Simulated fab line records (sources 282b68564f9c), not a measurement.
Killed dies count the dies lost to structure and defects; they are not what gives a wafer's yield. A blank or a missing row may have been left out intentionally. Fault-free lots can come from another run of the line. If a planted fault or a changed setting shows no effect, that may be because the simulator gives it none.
Comparing a struck lot with a sound one ; flow rit_cmos ; 15 out of 202 route steps
Sound: wafers L552.1, L552.2, L552.6. Struck: wafers L565.2, L565.3, L565.5. The cause is named last.
At each step with rows: each side's tool, then ch and its chambers, then its first start. Under that, the readings that differ: sound wafers ; struck wafers ; difference of the means ; sigmas: that difference in standard deviations of wafers without a fault.
alike: same words and numbers on both sides, and readings whose means sit less than 2 such deviations apart. not compared: any withheld reading, any reading some wafer has no value for, any bound like >300 that may hide the same value, and any number with overlapping values for which the record gives no deviation.
The two part at a step that has a row with sigmas, a row that says differs or no value, or rows on one side only. Numbers that don't overlap but have no deviation are shown without sigmas and don't part them. Lack of a reading on every wafer of one side parts them only where that side has two or more wafers.

first, 2 steps without rows for these wafers: RIT_PWELL_HARDBAKE_07 (time 120 s); RIT_PWELL_IMPLANT_08.
RIT_PWELL_STRIP_09: strips in O2, time 180 s.
  sound on plasma_asher-04 ch 0,1, day 4 12:09; struck on plasma_asher-01 ch 0,1, day 6 19:04
  alike: drypump_motor_current_A
  not compared: rf_hours_counter_h
RIT_PWELL_TW_MEAS_10:
  sound on film_metro-04 at day 4 12:20; struck on film_metro-03 at day 6 19:15
  alike: PWELL_TW
then, 1 step without rows for these wafers: RIT_WELLDRIVE_ANNEAL_00 (time 14700 s).
RIT_WELLDRIVE_RS_MEAS_01: measurement is done with a four-point probe.
  sound on film_metro-04 at day 4 21:31; struck on film_metro-04 at day 7 00:48
  alike: NWELL_RS
RIT_WELLDRIVE_RS_MEAS_02: measurement is done with a four-point probe.
  sound on film_metro-04 at day 4 21:38; struck on film_metro-04 at day 7 00:55
reading;sound;struck;difference;sigmas
PWELL_RS (ohm/sq);430.3 430.2 429.9;426.9 427.3 428.4;-2.6;-2
then, 5 steps without rows for these wafers: RIT_NRETRO_HMDS_00 (prime time 60 s); RIT_NRETRO_COAT_01 (resist thk 1300 nm); RIT_NRETRO_SOFTBAKE_02 (time 60 s); RIT_NRETRO_EXPOSE_03 (exposes mask M4, target cd 43900 nm); RIT_NRETRO_PEB_04.
RIT_NRETRO_DEVELOP_05: develop time 68 s.
  sound on litho_track-02 ch 0, day 4 22:00; struck on litho_track-04 ch 0, day 7 01:00
reading;sound;struck;difference;sigmas
developer_temp_C (C);23.06 22.92 22.93;25.24 25.32 25.27;+2.31;+21
  alike: resist_line_temp_C
RIT_NRETRO_OVL_MEAS_06:
  sound on overlay-01 at day 4 22:38; struck on overlay-02 at day 7 02:02
  alike: NRETRO_OVL
RIT_M1_PROBE_99:
  sound on prober-02 at day 6 10:27; struck on prober-02 at day 8 10:02
  alike: killed_at_contacts, killed_at_front_end, killed_dies, killed_on_rim, killed_open, killed_short

WHERE THEY PART
At RIT_WELLDRIVE_RS_MEAS_02 first; at RIT_NRETRO_DEVELOP_05 last (within this record only). Later steps at which nothing parts them and some readings are alike: RIT_NRETRO_OVL_MEAS_06, RIT_M1_PROBE_99.

WHY: whatever the simulator had introduced
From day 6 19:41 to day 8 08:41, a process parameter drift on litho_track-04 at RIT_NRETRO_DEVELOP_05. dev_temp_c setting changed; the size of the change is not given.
